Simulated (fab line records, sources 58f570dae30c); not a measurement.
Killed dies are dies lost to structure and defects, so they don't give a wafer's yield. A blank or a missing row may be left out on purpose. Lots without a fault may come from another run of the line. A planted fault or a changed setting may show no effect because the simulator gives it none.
fab line records | flow berkeley_cmos170 | part 2 of 2: steps 34 to 45 of 45
record lots=5 wafers=15 last_day=12
route steps=331 shown FIELD@91 SACOX@97 SCREENOX@100 NVT@104 PVT@115 GATE@125
lots that met no fault: from a run of the same line without faults
start_h: hours from the record's first day to the start of the lot's first wafer shown | wait_h: hours since the lot's step before | " the same as in the row above | L1.1+2: a row that stands for several wafers | - no value, or no start given | * or withheld: withheld | < > ~ a bound
route shown NAME@n: a module of which the file shows steps, and the number in the route of the first | usual: mean/standard deviation of fault-free wafers | same: alike in all rows | chamber/n: place in a boat | sites: the reading at each site | _std_site: their standard deviation | _edge_site: outer sites' mean less inner sites' | radius_mm: how far each site lies from the wafer's centre | mask NAME#n: copy n | behind: the tool/chamber that last shaped the wafer | hold: why the lot was held/for how many hours/how that ended | device: the transistor (n, p or np) that didn't switch | end of line: the same wafers' tests at the end of the route | a step without rows: its recipe alone | killed: dies lost to structure and defects at the first sort, not the wafer's yield | map: a wafer's dies, x killed, . not, _ none there
set.NAME: the setting as run; set.NAME@STEP: as run at that earlier step | model.NAME: the simulator's own value behind a step, which no gauge read
lots at some steps of the route; a table a step, a row a wafer
services: from which hour (start_h, from the record's first day; less than 0 if before it) a tool's chamber was out of use, for how many hours, and why
## steps
# step UCB170_PVT_TW_MEAS_09
# usual PVT_TW=510/3.6
# columns lot.wafer tool chamber start_h wait_h PVT_TW
L075.1 film_metro-04 - 116.30 0.1 512
L075.3 " - " " 512
L075.4 " - " " 513
L082.2 film_metro-04 - 160.12 0.1 514
L082.4 " - " " 510
L082.5 " - " " 511
L081.2 film_metro-03 - 160.39 0.1 501
L081.3 " - " " 501
L081.6 " - " " 501
L083.4 film_metro-01 - 166.35 0.1 507
L083.5 " - " " 512
L083.6 " - " " 509
L097.2 film_metro-01 - 240.17 0.1 510
L097.4 " - " " 512
L097.5 " - " " 512
# step UCB170_GATE_WET_ETCH_00
# recipe chemistry=dHF dilution=25:1 target=SiO2 temp_c=25 time_s=200
# columns lot.wafer tool chamber start_h wait_h
L075.1+3+4 wet_bench-04 3 116.47 0.2
L082.2+4+5 wet_bench-02 0 160.17 0.0
L081.2+3+6 wet_bench-04 3 160.44 0.0
L083.4+5+6 wet_bench-01 2 166.38 0.0
L097.2+4+5 wet_bench-01 3 240.22 0.0
# step UCB170_FIELD_THK_MEAS_91
# recipe reads=SiO2_of_FIELD_OXIDATION_01
# usual FIELD_OXIDE_LEFT_2_THK=352/11
# columns lot.wafer tool chamber start_h wait_h FIELD_OXIDE_LEFT_2_THK[nm]
L075.1 film_metro-01 - 116.54 0.0 370
L075.3 " - " " 361
L075.4 " - " " 357
L082.2 film_metro-01 - 160.24 0.0 358
L082.4 " - " " 354
L082.5 " - " " 350
L081.2 film_metro-01 - 160.52 0.0 351
L081.3 " - " " 362
L081.6 " - " " 366
L083.4 film_metro-01 - 166.47 0.0 359
L083.5 " - " " 352
L083.6 " - " " 352
L097.2 film_metro-03 - 240.30 0.0 364
L097.4 " - " " 355
L097.5 " - " " 362
# step UCB170_GATE_OXIDATION_01
# recipe temp_c=850 ambient=O2 target_thk_a=66 ox_time_s=1800
# usual zone_power_load_pct=21/3.6
# columns lot.wafer tool chamber start_h wait_h zone_power_load_pct
L075.1 furnace-04 0 120.12 3.6 17
L075.3 " 0 " " 17
L075.4 " 0 " " 17
L081.2 furnace-02 0 164.33 3.8 24
L081.3 " 0 " " 24
L081.6 " 0 " " 24
L082.2 furnace-02 0 164.33 4.1 24
L082.4 " 0 " " 24
L082.5 " 0 " " 24
L083.4 furnace-02 0 171.58 5.1 24
L083.5 " 0 " " 24
L083.6 " 0 " " 24
L097.2 furnace-04 0 244.66 4.4 17
L097.4 " 0 " " 17
L097.5 " 0 " " 17
# step UCB170_GATE_THK_MEAS_02
# recipe reads=SiO2_of_GATE_OXIDATION_01
# usual GATE_OXIDE_THK=6.55/0.12
# columns lot.wafer tool chamber start_h wait_h GATE_OXIDE_THK[nm]
L075.1 film_metro-02 - 121.62 0.0 6.80
L075.3 " - " " 6.76
L075.4 " - " " 6.76
L081.2 film_metro-02 - 165.84 0.0 6.65
L081.3 " - " " 6.77
L081.6 " - " " 6.82
L082.2 film_metro-04 - 165.84 0.0 6.55
L082.4 " - " " 6.42
L082.5 " - " " 6.52
L083.4 film_metro-01 - 173.11 0.0 6.56
L083.5 " - " " 6.53
L083.6 " - " " 6.55
L097.2 film_metro-02 - 246.17 0.0 6.32
L097.4 " - " " 6.48
L097.5 " - " " 6.39
# step UCB170_GATE_ANNEAL_03
# recipe temp_c=900 time_s=1800 ambient=N2
# usual zone_power_load_pct=24/4
# columns lot.wafer tool chamber start_h wait_h zone_power_load_pct
L075.1 furnace-02 0 124.34 2.7 27
L075.3 " 0 " " 27
L075.4 " 0 " " 27
L081.2 furnace-04 0 170.75 4.9 19
L081.3 " 0 " " 19
L081.6 " 0 " " 19
L082.2 furnace-04 0 170.75 4.9 19
L082.4 " 0 " " 19
L082.5 " 0 " " 20
L083.4 furnace-04 0 176.25 3.1 19
L083.5 " 0 " " 19
L083.6 " 0 " " 19
L097.2 furnace-02 0 248.10 1.9 27
L097.4 " 0 " " 27
L097.5 " 0 " " 27
# step UCB170_GATE_CVD_04
# recipe material=poly-Si temp_c=610 precursor=SiH4 time_s=1440 pressure_mtorr=375 target_thk_nm=214 sih4_flow_sccm=120
# usual zone_power_load_pct=10.8/0.58
# columns lot.wafer tool chamber start_h wait_h zone_power_load_pct
L075.1 lpcvd-02 1 125.84 0.0 11.2
L075.3 " 1 " " 11.1
L075.4 " 1 " " 11.0
L081.2 lpcvd-02 1 172.25 0.0 11.0
L081.3 " 1 " " 11.0
L081.6 " 1 " " 11.0
L082.2 lpcvd-02 0 172.25 0.0 10.3
L082.4 " 0 " " 10.2
L082.5 " 0 " " 10.4
L083.4 lpcvd-01 1 178.53 0.8 10.3
L083.5 " 1 " " 10.3
L083.6 " 1 " " 10.3
L097.2 lpcvd-01 1 250.59 1.0 10.5
L097.4 " 1 " " 10.2
L097.5 " 1 " " 10.2
# step UCB170_GATE_THK_MEAS_05
# recipe reads=poly-Si_of_GATE_CVD_04
# usual GATE_POLY_THK=214.8/2
# columns lot.wafer tool chamber start_h wait_h GATE_POLY_THK[nm]
L075.1 film_metro-04 - 127.24 0.0 215.0
L075.3 " - " " 214.2
L075.4 " - " " 215.5
L081.2 film_metro-02 - 174.36 0.0 216.8
L081.3 " - " " 216.1
L081.6 " - " " 217.3
L082.2 film_metro-01 - 174.36 0.0 218.4
L082.4 " - " " 215.7
L082.5 " - " " 216.1
L083.4 film_metro-04 - 179.96 0.0 214.0
L083.5 " - " " 214.5
L083.6 " - " " 214.2
L097.2 film_metro-04 - 252.00 0.0 213.9
L097.4 " - " " 212.1
L097.5 " - " " 212.4
# step UCB170_GATE_COAT_06
# recipe resist=BARC temp_c=withheld time_s=withheld spin_rpm=3000 resist_thk_nm=withheld
# columns lot.wafer tool chamber start_h wait_h
L075.1+3+4 litho_track-02 0 127.42 0.2
L081.2+3+6 litho_track-04 0 174.44 0.1
L082.2+4+5 litho_track-03 0 174.44 0.1
L083.4+5+6 litho_track-03 0 180.06 0.1
L097.2+4+5 litho_track-03 0 252.07 0.1
# step UCB170_GATE_COAT_07
# recipe resist=KrF spin_rpm=1500 resist_thk_nm=900
# columns lot.wafer tool chamber start_h wait_h
L075.1+3+4 litho_track-02 0 - -
L081.2+3+6 litho_track-04 0 - -
L082.2+4+5 litho_track-03 0 - -
L083.4+5+6 litho_track-03 0 - -
L097.2+4+5 litho_track-03 0 - -
# step UCB170_GATE_SOFTBAKE_08
# recipe resist=KrF temp_c=130 time_s=60
# columns lot.wafer tool chamber start_h wait_h
L075.1+3+4 litho_track-02 0 - -
L081.2+3+6 litho_track-04 0 - -
L082.2+4+5 litho_track-03 0 - -
L083.4+5+6 litho_track-03 0 - -
L097.2+4+5 litho_track-03 0 - -
# step UCB170_GATE_EXPOSE_09
# recipe mask_id=POLY target_cd_nm=350 na=0.5 sigma_outer=0.6 source_shape=conventional dose_mj=21
# usual reticle_temp_C=22.96/0.1
# columns lot.wafer tool chamber start_h wait_h mask reticle_temp_C
L075.1 krf_scanner-02 0 127.87 - POLY#0 22.92
L075.3 " 0 " " POLY#0 22.97
L075.4 " 0 " " POLY#0 22.95
L082.2 krf_scanner-02 0 175.01 - POLY#0 23.09
L082.4 " 0 " " POLY#0 22.94
L082.5 " 0 " " POLY#0 22.86
L081.2 krf_scanner-01 0 175.25 - POLY#0 23.03
L081.3 " 0 " " POLY#0 22.88
L081.6 " 0 " " POLY#0 22.95
L083.4 krf_scanner-02 0 180.62 - POLY#0 22.92
L083.5 " 0 " " POLY#0 23.17
L083.6 " 0 " " POLY#0 22.89
L097.2 krf_scanner-02 0 252.52 - POLY#0 22.87
L097.4 " 0 " " POLY#0 22.97
L097.5 " 0 " " POLY#0 22.95
## services
# columns tool chamber start_h hours kind
furnace-01 - 69.94 18.8 repair
krf_scanner-01 - 71.51 0.1 repair
plasma_asher-04 - 95.93 6.5 repair
krf_scanner-01 - 101.39 1.0 pm
plasma_asher-03 - 108.75 9.0 pm
krf_scanner-01 - 122.71 1.0 repair
furnace-02 - 138.39 3.6 pm
krf_scanner-01 - 150.77 0.8 pm
furnace-03 - 164.82 3.3 pm
krf_scanner-02 - 169.68 0.8 pm
krf_scanner-01 - 171.29 1.3 pm
krf_scanner-02 - 172.59 1.3 pm
furnace-02 - 179.71 3.6 pm
krf_scanner-01 - 180.08 0.2 repair
krf_scanner-01 - 186.65 0.7 repair
krf_scanner-02 - 187.32 1.0 pm
krf_scanner-02 - 199.03 0.3 repair
furnace-02 - 202.08 16.4 pm
krf_scanner-01 - 219.16 5.1 repair
furnace-04 - 221.80 3.3 pm
krf_scanner-01 - 224.02 0.3 repair
krf_scanner-02 - 228.71 1.7 repair
wet_bench-04 - 233.88 2.7 repair
wet_bench-02 - 235.38 3.4 repair
